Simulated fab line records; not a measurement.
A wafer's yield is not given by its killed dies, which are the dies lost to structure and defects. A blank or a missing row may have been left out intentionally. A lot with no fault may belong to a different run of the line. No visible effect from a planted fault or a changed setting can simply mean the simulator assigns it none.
fab line records	flow rit_cmos
[record] lots = 6	wafers = 18	last_day = 6
route steps=202 shown PLDD@116 SPACER@125 NSD@131 PSD@142 SDANNEAL@153 SILICIDE@161 M1@201
lots with no fault: from the same line, run without faults
start_h: start of the lot's first displayed wafer, in hours after the record's first day	wait_h: how many hours have passed since the lot's step before this one	" the same as in the row above	L1.1+2: a single row standing in for several wafers	- no value, or no start given	* or withheld: withheld	< > ~ a bound
route shown NAME@n: NAME is a module with steps in the file, n the number in the route of the first one	usual: mean and standard deviation over wafers with no fault	same: alike in all rows	chamber/n: place in a boat	sites: per-site readings	_std_site: how widely they spread, as a standard deviation	_edge_site: the outer-site mean with the inner-site mean subtracted	radius_mm: for every site, how far away it sits from the centre of the wafer	mask NAME#n: copy n	behind: the most recent tool/chamber to have shaped the wafer	hold: the reason the lot was held/the length of the hold in hours/how it ended	device: which transistor (n, p or np) failed to switch	end of line: the same wafers' tests at the end of the route	where a step has no rows: the recipe by itself	killed: at the first sort, the dies lost to defects and structure; wafer yield is something else	map: a wafer's dies, marking killed ones x, the rest . and places with no die _
set.NAME: the setting the step ran with; set.NAME@STEP: the setting that earlier step ran with	model.NAME: the simulator's own value behind a step, which no gauge read
lots at some steps of the route; a table a step, a row a wafer
services: from which hour (start_h, from the record's first day; less than 0 if before it) a tool's chamber was out of use, for how many hours, and why
[[steps]]
[step RIT_PLDD_SOFTBAKE_02]
[recipe] resist = NOVOLAK	temp_c = 90	time_s = 60
[step RIT_PLDD_EXPOSE_03]
[recipe] mask_id = M8	na = 0.57	target_cd_nm = 40900	dose_mj = 250
[step RIT_PLDD_PEB_04]
[recipe] resist = NOVOLAK	temp_c = withheld	time_s = withheld
[step RIT_PLDD_DEVELOP_05]
[recipe] resist = NOVOLAK	develop_time_s = 50	dev_temp_c = 23
[step RIT_PLDD_OVL_MEAS_06]
[usual] PLDD_OVL = -0.2/1.5
lot.wafer	tool	chamber	start_h	wait_h	PLDD_OVL[nm]
L648.3	overlay-01	-	52.51	-	-0.2
L648.4	"	-	"	"	-2.0
L648.5	"	-	"	"	0.2
L650.2	overlay-02	-	58.92	-	0.6
L650.5	"	-	"	"	2.3
L650.6	"	-	"	"	1.7
L654.2	overlay-02	-	77.50	-	-1.1
L654.3	"	-	"	"	-2.4
L654.4	"	-	"	"	-3.5
L656.2	overlay-02	-	88.94	-	-1.5
L656.5	"	-	"	"	-1.8
L656.6	"	-	"	"	-1.2
L660.1	overlay-01	-	110.12	-	-2.3
L660.3	"	-	"	"	0.1
L660.6	"	-	"	"	-0.5
L665.1	overlay-01	-	133.23	-	-0.7
L665.3	"	-	"	"	-2.9
L665.6	"	-	"	"	-3.2
[step RIT_PLDD_HARDBAKE_07]
[recipe] resist = NOVOLAK	temp_c = 140	time_s = 60
[step RIT_PLDD_IMPLANT_08]
[recipe] species = BF2	energy_kev = 20	dose_cm2 = 9e+14	tilt_deg = 7
[step RIT_PLDD_STRIP_09]
[recipe] chemistry = O2	time_s = 180	resist = NOVOLAK	platen_temp_c = withheld	power_w = 500	pressure_mtorr = 4000	o2_flow_sccm = 4000
[usual] drypump_motor_current_A = 5.6/0.46
lot.wafer	tool	chamber	start_h	wait_h	drypump_motor_current_A	rf_hours_counter_h
L648.3	plasma_asher-03	1	52.89	0.1	5.8	-
L648.4	"	0	"	"	5.9	-
L648.5	"	1	"	"	5.9	-
L650.2	plasma_asher-02	1	59.25	0.1	5.8	43
L650.5	"	0	"	"	5.9	-
L650.6	"	1	"	"	5.8	-
L654.2	plasma_asher-03	0	77.83	0.1	5.9	41
L654.3	"	1	"	"	5.8	-
L654.4	"	0	"	"	5.9	-
L656.2	plasma_asher-01	1	89.34	0.1	5.2	44
L656.5	"	1	"	"	5.2	-
L656.6	"	0	"	"	4.7	-
L660.1	plasma_asher-01	1	110.60	0.1	5.2	47
L660.3	"	0	"	"	4.7	-
L660.6	"	1	"	"	5.2	-
L665.1	plasma_asher-02	1	133.56	0.1	5.8	2
L665.3	"	1	"	"	5.8	-
L665.6	"	0	"	"	5.9	-
[step RIT_PLDD_TW_MEAS_10]
[usual] PLDD_TW = 2358/12
lot.wafer	tool	chamber	start_h	wait_h	PLDD_TW
L648.3	film_metro-03	-	53.03	0.1	2374
L648.4	"	-	"	"	2378
L648.5	"	-	"	"	2376
L650.2	film_metro-03	-	59.43	0.1	2385
L650.5	"	-	"	"	2383
L650.6	"	-	"	"	2371
L654.2	film_metro-04	-	78.02	0.1	2349
L654.3	"	-	"	"	2346
L654.4	"	-	"	"	2354
L656.2	film_metro-04	-	89.52	0.1	2346
L656.5	"	-	"	"	2346
L656.6	"	-	"	"	2360
L660.1	film_metro-03	-	110.77	0.1	2365
L660.3	"	-	"	"	2355
L660.6	"	-	"	"	2361
L665.1	film_metro-01	-	133.74	0.1	2367
L665.3	"	-	"	"	2365
L665.6	"	-	"	"	2360
[step RIT_SPACER_CLEAN_00]
[recipe] chemistry = SC1	mix = 3:3:50	time_s = 600	temp_c = 75
[step RIT_SPACER_CLEAN_01]
[recipe] chemistry = dHF	dilution = 50:1	time_s = 30
[step RIT_SPACER_CLEAN_02]
[recipe] chemistry = SC2	mix = 3:3:50	time_s = 600	temp_c = 75	dry = n2_spin
[step RIT_SPACER_CVD_03]
[recipe] material = Si3N4	target_thk_nm = 250	temp_c = 810	precursor = SiH2Cl2/NH3	time_s = 3300	pressure_mtorr = 300	sih2cl2_flow_sccm = 60	nh3_flow_sccm = 150
[usual] zone_power_centre_pct = 37.3/2.9
lot.wafer	tool	chamber	start_h	wait_h	zone_power_centre_pct	model.Si3N4_of_SPACER_CVD_03.thk_nm
L648.3	lpcvd-02	0	53.43	0.0	34.6	252.4
L648.4	"	0	"	"	34.6	249.6
L648.5	"	0	"	"	35.5	247.7
L650.2	lpcvd-01	1	59.87	0.0	34.3	253
L650.5	"	1	"	"	34.0	253.3
L650.6	"	1	"	"	34.6	251.2
L654.2	lpcvd-02	1	78.45	0.0	42.3	250.8
L654.3	"	1	"	"	41.9	251.5
L654.4	"	1	"	"	41.3	250.5
L656.2	lpcvd-02	1	89.96	0.0	41.2	71.07
L656.5	"	1	"	"	41.2	69.84
L656.6	"	1	"	"	41.1	71.24
L660.1	lpcvd-02	1	111.25	0.0	41.3	73.16
L660.3	"	1	"	"	41.8	74.08
L660.6	"	1	"	"	42.3	77.09
L665.1	lpcvd-01	0	134.27	0.0	36.3	248.4
L665.3	"	0	"	"	37.3	249.4
L665.6	"	0	"	"	36.9	246.7
[step RIT_SPACER_THK_MEAS_04]
[recipe] reads = Si3N4_of_SPACER_CVD_03
[usual] SPACER_NITRIDE_THK = 249.3/2.4
lot.wafer	tool	chamber	start_h	wait_h	SPACER_NITRIDE_THK[nm]
L648.3	film_metro-03	-	55.37	0.0	252.6
L648.4	"	-	"	"	249.5
L648.5	"	-	"	"	247.6
L650.2	film_metro-04	-	61.79	0.0	253.0
L650.5	"	-	"	"	253.1
L650.6	"	-	"	"	251.2
L654.2	film_metro-04	-	80.38	0.0	250.9
L654.3	"	-	"	"	251.5
L654.4	"	-	"	"	250.3
L656.2	film_metro-02	-	91.88	0.0	71.1
L656.5	"	-	"	"	69.8
L656.6	"	-	"	"	71.3
L660.1	film_metro-03	-	113.17	0.0	73.2
L660.3	"	-	"	"	74.1
L660.6	"	-	"	"	77.0
L665.1	film_metro-02	-	136.19	0.0	248.3
L665.3	"	-	"	"	249.6
L665.6	"	-	"	"	246.5
[step RIT_SPACER_ETCHBACK_05]
[recipe] target_depth_a = 2500	SF6_flow_sccm = 30	CHF3_flow_sccm = 30	target = Si3N4	chemistry = SF6/CHF3	pressure_mtorr = 40	rf_w = 241.3	time_s = 240	stop_on = SiO2
[usual] CHF3_flow_sccm = 29.99/0.092	drypump_motor_current_A = 5.8/0.44	oes_product_au = 0.840/0.013	throttle_valve_pct = 10.29/0.17
lot.wafer	tool	chamber	start_h	wait_h	CHF3_flow_sccm	drypump_motor_current_A	oes_product_au	rf_hours_counter_h	throttle_valve_pct	model.etch.depth_nm
L648.3	rie_diel-01	2	55.41	0.0	29.88	6.2	0.869	52	10.19	252.4
L648.4	"	2	"	"	29.94	6.2	0.873	-	10.17	249.6
L648.5	"	0	"	"	29.90	6.1	0.843	-	10.11	247.7
L650.2	rie_diel-02	2	61.84	0.0	29.92	5.5	0.842	151	10.37	253
L650.5	"	3	"	"	29.97	6.2	0.839	-	10.44	253.3
L650.6	"	0	"	"	29.99	5.1	0.851	-	10.29	251.2
L654.2	rie_diel-01	2	80.43	0.0	29.87	6.2	0.863	52	10.17	250.8
L654.3	"	3	"	"	30.05	5.5	0.842	4	10.26	251.5
L654.4	"	0	"	"	30.13	6.1	0.847	150	10.10	250.5
L656.2	rie_diel-02	1	91.93	0.0	29.87	6.5	0.406	3	10.27	71.07
L656.5	"	2	"	"	29.94	5.5	0.395	-	10.20	69.84
L656.6	"	1	"	"	29.93	6.5	0.410	-	10.26	71.24
L660.1	rie_diel-02	1	113.23	0.1	29.87	6.5	0.417	4	10.24	73.16
L660.3	"	0	"	"	29.88	5.2	0.412	27	10.13	74.08
L660.6	"	0	"	"	30.00	5.2	0.423	-	10.14	77.09
L665.1	rie_diel-02	2	136.25	0.1	29.97	5.5	0.831	152	10.36	248.4
L665.3	"	3	"	"	29.96	6.2	0.833	0	10.41	249.4
L665.6	"	0	"	"	29.94	5.2	0.844	-	10.30	246.7
[step RIT_NSD_HMDS_00]
[recipe] prime_time_s = 60	prime_temp_c = 140
[step RIT_NSD_COAT_01]
[recipe] resist = NOVOLAK	spin_rpm = 3250	resist_thk_nm = 1000
[step RIT_NSD_SOFTBAKE_02]
[recipe] resist = NOVOLAK	temp_c = 90	time_s = 60
[step RIT_NSD_EXPOSE_03]
[recipe] mask_id = M9	na = 0.57	target_cd_nm = 40700	dose_mj = 250
[step RIT_NSD_PEB_04]
[recipe] resist = NOVOLAK	temp_c = withheld	time_s = withheld
[step RIT_NSD_DEVELOP_05]
[recipe] resist = NOVOLAK	develop_time_s = 50	dev_temp_c = 23
[step RIT_NSD_OVL_MEAS_06]
[usual] NSD_OVL = 1.3/1.2
lot.wafer	tool	chamber	start_h	wait_h	NSD_OVL[nm]
L648.3	overlay-01	-	56.42	-	1.1
L648.4	"	-	"	"	2.1
L648.5	"	-	"	"	2.0
L650.2	overlay-02	-	62.85	-	0.3
L650.5	"	-	"	"	-0.6
L650.6	"	-	"	"	-0.1
L654.2	overlay-02	-	81.56	-	0.2
L654.3	"	-	"	"	1.0
L654.4	"	-	"	"	-0.1
L656.2	overlay-01	-	93.07	-	1.5
L656.5	"	-	"	"	1.7
L656.6	"	-	"	"	1.7
L660.1	overlay-02	-	114.23	-	1.6
L660.3	"	-	"	"	3.1
L660.6	"	-	"	"	2.6
L665.1	overlay-02	-	137.37	-	3.0
L665.3	"	-	"	"	3.2
L665.6	"	-	"	"	1.8
[step RIT_NSD_HARDBAKE_07]
[recipe] resist = NOVOLAK	temp_c = 140	time_s = 60
[step RIT_NSD_IMPLANT_08]
[recipe] species = P	energy_kev = 25	dose_cm2 = 1e+15	tilt_deg = 7
[step RIT_NSD_STRIP_09]
[recipe] chemistry = O2	time_s = 180	resist = NOVOLAK	platen_temp_c = withheld	power_w = 500	pressure_mtorr = 4000	o2_flow_sccm = 4000
[usual] drypump_motor_current_A = 5.5/0.43
lot.wafer	tool	chamber	start_h	wait_h	drypump_motor_current_A	rf_hours_counter_h
L648.3	plasma_asher-01	0	56.80	0.1	4.7	-
L648.4	"	1	"	"	5.2	-
L648.5	"	1	"	"	5.2	-
L650.2	plasma_asher-03	0	63.18	0.1	5.9	40
L650.5	"	0	"	"	6.0	-
L650.6	"	1	"	"	5.9	-
L654.2	plasma_asher-03	1	81.89	0.1	5.8	42
L654.3	"	0	"	"	5.9	-
L654.4	"	1	"	"	5.8	-
L656.2	plasma_asher-03	1	93.40	0.1	5.8	43
L656.5	"	0	"	"	5.9	-
L656.6	"	1	"	"	5.8	-
L660.1	plasma_asher-03	0	114.56	0.1	5.9	45
L660.3	"	0	"	"	5.9	-
L660.6	"	0	"	"	6.0	-
L665.1	plasma_asher-03	1	137.71	0.1	5.9	48
L665.3	"	0	"	"	6.0	-
L665.6	"	1	"	"	5.8	-
[step RIT_NSD_TW_MEAS_10]
[usual] NSD_TW = 3135/14
lot.wafer	tool	chamber	start_h	wait_h	NSD_TW
L648.3	film_metro-01	-	56.94	0.1	3138
L648.4	"	-	"	"	3122
L648.5	"	-	"	"	3129
L650.2	film_metro-03	-	63.36	0.1	3157
L650.5	"	-	"	"	3168
L650.6	"	-	"	"	3161
L654.2	film_metro-03	-	82.08	0.1	3138
L654.3	"	-	"	"	3136
L654.4	"	-	"	"	3143
L656.2	film_metro-04	-	93.58	0.1	3115
L656.5	"	-	"	"	3109
L656.6	"	-	"	"	3126
L660.1	film_metro-03	-	114.74	0.1	3154
L660.3	"	-	"	"	3127
L660.6	"	-	"	"	3133
L665.1	film_metro-04	-	137.88	0.1	3152
L665.3	"	-	"	"	3132
L665.6	"	-	"	"	3129
[step RIT_PSD_HMDS_00]
[recipe] prime_time_s = 60	prime_temp_c = 139.6
[step RIT_PSD_COAT_01]
[recipe] resist = NOVOLAK	spin_rpm = 3250	resist_thk_nm = 1000
[step RIT_PSD_SOFTBAKE_02]
[recipe] resist = NOVOLAK	temp_c = 90	time_s = 60
[step RIT_PSD_EXPOSE_03]
[recipe] mask_id = M10	na = 0.57	target_cd_nm = 40900	dose_mj = 250
[step RIT_PSD_PEB_04]
[recipe] resist = NOVOLAK	temp_c = withheld	time_s = withheld
[step RIT_PSD_DEVELOP_05]
[recipe] resist = NOVOLAK	develop_time_s = 50	dev_temp_c = 23
[step RIT_PSD_OVL_MEAS_06]
[usual] PSD_OVL = -1.3/1.3
lot.wafer	tool	chamber	start_h	wait_h	PSD_OVL[nm]
L648.3	overlay-01	-	57.84	-	0.4
L648.4	"	-	"	"	0.2
L648.5	"	-	"	"	-0.1
L650.2	overlay-02	-	64.29	-	-2.8
L650.5	"	-	"	"	-3.1
L650.6	"	-	"	"	-1.9
L654.2	overlay-02	-	83.11	-	-2.0
L654.3	"	-	"	"	-2.6
L654.4	"	-	"	"	-1.6
L656.2	overlay-02	-	94.49	-	-2.8
L656.5	"	-	"	"	-1.3
L656.6	"	-	"	"	-3.7
L660.1	overlay-01	-	115.77	-	-2.0
L660.3	"	-	"	"	-2.9
L660.6	"	-	"	"	-2.5
L665.1	overlay-02	-	138.92	-	0.9
L665.3	"	-	"	"	0.2
L665.6	"	-	"	"	1.7
[step RIT_PSD_HARDBAKE_07]
[recipe] resist = NOVOLAK	temp_c = 140	time_s = 60
[step RIT_PSD_IMPLANT_08]
[recipe] species = BF2	energy_kev = 27	dose_cm2 = 5e+15	tilt_deg = 7
[step RIT_PSD_STRIP_09]
[recipe] chemistry = O2	time_s = 180	resist = NOVOLAK	platen_temp_c = withheld	power_w = 500	pressure_mtorr = 4000	o2_flow_sccm = 4000
[usual] drypump_motor_current_A = 5.78/0.21
lot.wafer	tool	chamber	start_h	wait_h	drypump_motor_current_A	rf_hours_counter_h
L648.3	plasma_asher-03	1	58.22	0.1	5.82	-
L648.4	"	0	"	"	5.93	-
L648.5	"	0	"	"	5.94	-
L650.2	plasma_asher-03	0	64.62	0.1	5.93	40
L650.5	"	0	"	"	5.93	-
L650.6	"	1	"	"	5.84	-
L654.2	plasma_asher-02	0	83.44	0.1	5.91	46
L654.3	"	1	"	"	5.83	-
L654.4	"	0	"	"	5.91	-
L656.2	plasma_asher-02	0	94.82	0.1	5.89	47
L656.5	"	0	"	"	5.90	-
L656.6	"	1	"	"	5.87	-
L660.1	plasma_asher-04	0	116.11	0.1	5.29	33
L660.3	"	0	"	"	5.31	-
L660.6	"	1	"	"	5.73	-
L665.1	plasma_asher-03	1	139.25	0.1	5.81	48
L665.3	"	0	"	"	5.94	-
L665.6	"	1	"	"	5.85	-
[step RIT_PSD_TW_MEAS_10]
[usual] PSD_TW = 3439/19
lot.wafer	tool	chamber	start_h	wait_h	PSD_TW
L648.3	film_metro-04	-	58.36	0.1	3424
L648.4	"	-	"	"	3418
L648.5	"	-	"	"	3420
L650.2	film_metro-03	-	64.81	0.1	3473
L650.5	"	-	"	"	3474
L650.6	"	-	"	"	3481
L654.2	film_metro-04	-	83.62	0.1	3436
L654.3	"	-	"	"	3428
L654.4	"	-	"	"	3406
L656.2	film_metro-03	-	95.00	0.1	3471
L656.5	"	-	"	"	3459
L656.6	"	-	"	"	3449
L660.1	film_metro-03	-	116.28	0.1	3436
L660.3	"	-	"	"	3455
L660.6	"	-	"	"	3451
L665.1	film_metro-04	-	139.43	0.1	3429
L665.3	"	-	"	"	3440
L665.6	"	-	"	"	3440
[step RIT_SDANNEAL_CLEAN_00]
[recipe] chemistry = SC1	mix = 3:3:50	time_s = 600	temp_c = 75
[step RIT_SDANNEAL_CLEAN_01]
[recipe] chemistry = dHF	dilution = 50:1	time_s = 31.36
[step RIT_SDANNEAL_CLEAN_02]
[recipe] chemistry = SC2	mix = 3:3:50	time_s = 600	temp_c = 75	dry = n2_spin
[step RIT_SDANNEAL_RTA_03]
[recipe] temp_c = 1050	time_s = 5	idle_temp_c = 600	ramp_up_c_per_s = 342	ramp_down_c_per_s = 171	cool_to_c = 600	ambient = N2
[usual] wafer_temp_C_max = 1053.4/1.1
lot.wafer	tool	chamber	start_h	wait_h	wafer_temp_C_max
L648.3	rtp_anneal-02	0	58.80	0.0	1052.7
L648.4	"	0	"	"	1054.7
L648.5	"	0	"	"	1054.4
L650.2	rtp_anneal-02	0	65.24	0.0	1053.6
L650.5	"	0	"	"	1052.9
L650.6	"	0	"	"	1056.4
L654.2	rtp_anneal-02	0	84.27	0.0	1054.1
L654.3	"	0	"	"	1052.9
L654.4	"	0	"	"	1053.2
L656.2	rtp_anneal-02	0	95.43	0.0	1052.2
L656.5	"	0	"	"	1056.0
L656.6	"	0	"	"	1052.8
L660.1	rtp_anneal-02	0	116.71	0.0	1054.1
L660.3	"	0	"	"	1053.9
L660.6	"	0	"	"	1051.8
L665.1	rtp_anneal-02	0	140.06	0.0	1057.3
L665.3	"	0	"	"	1051.9
L665.6	"	0	"	"	1054.9
[step RIT_SDANNEAL_RS_MEAS_04]
[recipe] thk_meas_gauge = four-point-probe
[usual] PSD_RS = 115.93/0.24
lot.wafer	tool	chamber	start_h	wait_h	PSD_RS[ohm/sq]
L648.3	film_metro-04	-	58.88	0.1	116.32
L648.4	"	-	"	"	116.13
L648.5	"	-	"	"	115.80
L650.2	film_metro-01	-	65.30	0.1	115.65
L650.5	"	-	"	"	116.19
L650.6	"	-	"	"	115.74
L654.2	film_metro-01	-	84.34	0.1	115.92
L654.3	"	-	"	"	115.78
L654.4	"	-	"	"	116.28
L656.2	film_metro-03	-	95.50	0.1	116.03
L656.5	"	-	"	"	116.13
L656.6	"	-	"	"	116.31
L660.1	film_metro-03	-	116.83	0.1	115.75
L660.3	"	-	"	"	115.75
L660.6	"	-	"	"	115.97
L665.1	film_metro-04	-	140.12	0.0	115.95
L665.3	"	-	"	"	115.82
L665.6	"	-	"	"	115.80
[step RIT_SILICIDE_WET_ETCH_00]
[recipe] chemistry = BOE	target = SiO2	target_depth_nm = 14	time_s = 15	dry = n2_spin	dilution = 10:1	temp_c = 21.5
lot.wafer	tool	chamber	start_h	wait_h	model.Si3N4_of_SPACER_CVD_03.thk_nm
L648.3	wet_bench-01	2	59.32	0.1	198.7
L648.4	"	2	"	"	196.2
L648.5	"	2	"	"	195.1
L650.2	wet_bench-04	1	65.76	0.1	197.3
L650.5	"	1	"	"	197.6
L650.6	"	1	"	"	196.1
L654.2	wet_bench-03	0	84.80	0.1	196.9
L654.3+4	"	0	"	"	196.4
L656.2	wet_bench-01	0	95.96	0.1	55.04
L656.5	"	0	"	"	53.76
L656.6	"	0	"	"	55.12
L660.1	wet_bench-01	3	117.31	0.1	56.69
L660.3	"	3	"	"	56.99
L660.6	"	3	"	"	59.46
L665.1	wet_bench-04	2	140.60	0.1	194
L665.3	"	2	"	"	196.1
L665.6	"	2	"	"	193.1
[step RIT_M1_BOW_MEAS_16]
[recipe] mode = bow
[usual] M1_BOW = 16/6.3
lot.wafer	tool	chamber	start_h	wait_h	M1_BOW[um]
L648.3	film_metro-03	-	66.12	0.0	11
L648.4	"	-	"	"	8
L648.5	"	-	"	"	16
L650.2	film_metro-03	-	72.58	0.0	24
L650.5	"	-	"	"	7
L650.6	"	-	"	"	12
L654.2	film_metro-03	-	91.78	0.0	16
L654.3	"	-	"	"	23
L654.4	"	-	"	"	9
L656.2	film_metro-04	-	103.57	0.0	-3
L656.5	"	-	"	"	0
L656.6	"	-	"	"	-2
L660.1	film_metro-03	-	124.52	0.0	-2
L660.3	"	-	"	"	-13
L660.6	"	-	"	"	-12
L665.1	film_metro-03	-	147.71	0.0	25
L665.3	"	-	"	"	20
L665.6	"	-	"	"	14
[step RIT_M1_PROBE_99]
[usual] killed_at_front_end = 6/3.1	killed_dies = 6/3.1	killed_on_rim = 1.7/1.5	killed_open = 3.4/1.9	killed_short = 3.1/2
[same] gross_dies = 264	killed_at_M0_to_M3 = 0	killed_at_M4_up = 0	killed_at_back_side = 0	killed_at_contacts = 0	killed_at_other = 0
lot.wafer	tool	chamber	start_h	wait_h	killed_at_front_end	killed_dies	killed_on_rim	killed_open	killed_short	model.etest.pldd.rs_ohm_sq	model.etest.nldd.rs_ohm_sq	model.etest.pplus_sal.width_nm	model.etest.nplus_sal.width_nm	model.etest.pwell_pinched.rs_ohm_sq	model.etest.nldd.width_nm	model.etest.pldd.width_nm	model.etest.nwell_pinched.rs_ohm_sq
L648.3	prober-01	-	66.30	0.2	5	5	1	3	2	495.1	395.6	3395	3430	453.1	3156	3155	330
L648.4	prober-01	-	66.35	0.2	8	8	3	6	2	498.1	398	3446	3419	453.6	3161	3155	338.5
L648.5	prober-01	-	66.40	0.2	1	1	0	1	0	504.8	400.8	3436	3434	450.3	3161	3166	337.1
L650.2	prober-02	-	72.73	0.1	3	3	1	1	2	555.9	362	3433	3432	459.9	3185	3171	339.9
L650.5	prober-02	-	72.88	0.2	6	6	2	3	3	558.7	365.3	3437	3445	460.3	3191	3168	336.9
L650.6	prober-02	-	72.93	0.2	7	7	2	5	2	569.1	370.6	3450	3438	458.9	3171	3162	340.3
L654.2	prober-02	-	91.93	0.1	9	9	4	5	4	494.9	391.8	3441	3442	454.5	3183	3170	335.4
L654.3	prober-02	-	91.98	0.2	12	12	3	6	6	477.5	385.9	3472	3477	459.4	3194	3202	339.5
L654.4	prober-02	-	92.03	0.2	5	5	1	2	3	465	374.4	3449	3440	463.6	3198	3182	336.5
L656.2	prober-02	-	103.72	0.1	5	5	1	4	1	-	-	-	-	-	-	-	-
L656.5	prober-02	-	103.87	0.2	8	8	3	6	2	-	-	-	-	-	-	-	-
L656.6	prober-02	-	103.92	0.2	9	9	3	5	4	-	-	-	-	-	-	-	-
L660.1	prober-02	-	124.64	0.1	8	8	1	4	4	127.7	105.2	3697	3699	634.7	3329	3324	470.8
L660.3	prober-02	-	124.74	0.2	13	13	5	9	4	4.31	4.296	3712	3705	632.9	3308	3312	478.6
L660.6	prober-02	-	124.89	0.2	8	8	2	4	4	114.7	98.95	3697	3699	628.2	3340	3343	473.3
L665.1	prober-01	-	147.83	0.1	6	6	1	5	1	519.8	361.3	3440	3455	459	3169	3184	337.9
L665.3	prober-01	-	147.93	0.2	5	5	0	4	1	529.7	364.4	3428	3427	456	3170	3174	336.1
L665.6	prober-01	-	148.08	0.2	5	5	2	2	3	519.3	360.5	3445	3474	462.4	3179	3183	339.7
// killed by level:class
L648.3 FOX2:geometric_particle:open=1 GATE:geometric_particle:short=1 GATE:geometric_particle:open=1 REOX:geometric_particle:open=1 SPACER:geometric_particle:short=1
L648.4 GATE:geometric_particle:open=3 ACTIVE:geometric_particle:open=1 GATE:geometric_particle:short=1 REOX:geometric_particle:open=1 SPACER:geometric_particle:short=1 SILICIDE:geometric_particle:open=1
L648.5 GATE:geometric_particle:open=1
L650.2 FOX2:geometric_particle:short=1 FOX2:geometric_particle:open=1 GATE:geometric_particle:short=1
L650.5 GATE:geometric_particle:short=2 GATE:geometric_particle:open=1 REOX:geometric_particle:open=1 SPACER:geometric_particle:open=1 SPACER:geometric_particle:short=1
L650.6 GATE:geometric_particle:open=3 FOX2:geometric_particle:open=1 GATE:geometric_particle:short=1 REOX:geometric_particle:short=1 SILICIDE:geometric_particle:open=1
L654.2 GATE:geometric_particle:short=3 GATE:geometric_particle:open=2 REOX:geometric_particle:open=2 FOX2:geometric_particle:open=1 SPACER:geometric_particle:short=1
L654.3 GATE:geometric_particle:open=3 REOX:geometric_particle:short=3 REOX:geometric_particle:open=3 GATE:geometric_particle:short=2 FOX2:geometric_particle:short=1
L654.4 GATE:geometric_particle:short=1 GATE:geometric_particle:open=1 REOX:geometric_particle:short=1 SPACER:geometric_particle:short=1 SPACER:geometric_particle:open=1
L656.2 FOX1:geometric_particle:open=2 GATE:geometric_particle:short=1 GATE:geometric_particle:open=1 REOX:geometric_particle:open=1
L656.5 GATE:geometric_particle:open=3 FOX1:geometric_particle:open=1 REOX:geometric_particle:short=1 REOX:geometric_particle:open=1 SPACER:geometric_particle:open=1 SPACER:geometric_particle:short=1
L656.6 FOX1:geometric_particle:open=3 SPACER:geometric_particle:short=2 ACTIVE:geometric_particle:short=1 FOX1:geometric_particle:short=1 GATE:geometric_particle:open=1 SPACER:geometric_particle:open=1
L660.1 FOX1:geometric_particle:short=2 GATE:geometric_particle:open=2 GATE:geometric_particle:short=2 FOX1:geometric_particle:open=1 REOX:geometric_particle:open=1
L660.3 GATE:geometric_particle:open=4 FOX2:geometric_particle:open=3 FOX2:geometric_particle:short=2 FOX1:geometric_particle:open=1 GATE:geometric_particle:short=1 SILICIDE:geometric_particle:short=1 SILICIDE:geometric_particle:open=1
L660.6 GATE:geometric_particle:short=4 GATE:geometric_particle:open=3 SILICIDE:geometric_particle:open=1
L665.1 FOX1:geometric_particle:open=2 GATE:geometric_particle:open=2 GATE:geometric_particle:short=1 SPACER:geometric_particle:open=1
L665.3 GATE:geometric_particle:open=3 REOX:geometric_particle:open=1 SPACER:geometric_particle:short=1
L665.6 GATE:geometric_particle:open=2 GATE:geometric_particle:short=1 SPACER:geometric_particle:short=1 SILICIDE:geometric_particle:short=1
[[services]]
tool	chamber	start_h	hours	kind
rie_diel-01	0	30.76	19.4	repair
rie_diel-01	1	32.34	2.6	repair
rie_diel-02	-	39.46	1.9	repair
rie_diel-01	1	50.16	-	clean
rie_diel-01	1	50.16	19.1	scheduled_down
rie_diel-01	1	50.16	19.1	vent_cycle
rie_diel-01	-	60.98	4.1	repair
rie_diel-01	-	67.61	0.7	repair
rie_diel-02	-	71.46	2.8	pm
wet_bench-01	-	102.85	3.5	repair
plasma_asher-02	-	108.75	9.0	pm
plasma_asher-02	0	108.75	9.0	vent_cycle
plasma_asher-02	1	108.75	9.0	vent_cycle
rie_diel-02	3	117.52	-	clean
rie_diel-02	3	117.52	15.7	scheduled_down
rie_diel-02	3	117.52	15.7	vent_cycle
plasma_asher-02	0	117.75	-	clean
plasma_asher-02	1	117.75	-	clean
rie_diel-02	2	126.91	3.8	repair
rie_diel-02	2	136.40	-	clean
rie_diel-02	2	136.40	21.3	scheduled_down
rie_diel-02	2	136.40	21.3	vent_cycle
[[key]]
[first_sign] step = RIT_SPACER_THK_MEAS_04	reading = SPACER_NITRIDE_THK	direction = down	sigmas = 74	usual = 249.3	struck = 72.7
[effect] step = RIT_SPACER_ETCHBACK_05	reading = oes_product_au	direction = down	sigmas = 33	usual = 0.840	struck = 0.410
[effect] step = RIT_M1_BOW_MEAS_16	reading = M1_BOW	direction = down	sigmas = 3.3	usual = 16	struck = -5
[model_effect] step = RIT_SPACER_CVD_03	value = Si3N4_of_SPACER_CVD_03.thk_nm	without = 249.9	struck = 72.75
[model_effect] step = RIT_SPACER_ETCHBACK_05	value = etch.depth_nm	without = 249.9	struck = 72.75
[model_effect] step = RIT_SILICIDE_WET_ETCH_00	value = Si3N4_of_SPACER_CVD_03.thk_nm	without = 195.8	struck = 56.18
[model_effect] step = RIT_M1_PROBE_99	value = etest.pldd.rs_ohm_sq	without = 471.2	struck = 82.24
met_at RIT_SPACER_CVD_03
struck_wafers L656.2,L656.5,L656.6,L660.1,L660.3,L660.6
tester_left_out L656,L660
onset_between 78.45 89.96
also_fits RIT_PLDD_STRIP_09:plasma_asher-01
[fault] kind = process_parameter_drift	tool = lpcvd-02	chamber = 1	onset_h = 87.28	steps = RIT_SPACER_CVD_03	channel = target_thk_nm	offset = -177.14	shape = step	end_h = 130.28	acts_in = these_recipes_only	stated = 250
// tester_left_out: of these lots the tester's yield and bins aren't shown, on N5 and GAA mostly nor the transistor test; their killed dies are dies lost to structure and defects alone, not to doping, threshold or leakage, so they don't give the yield
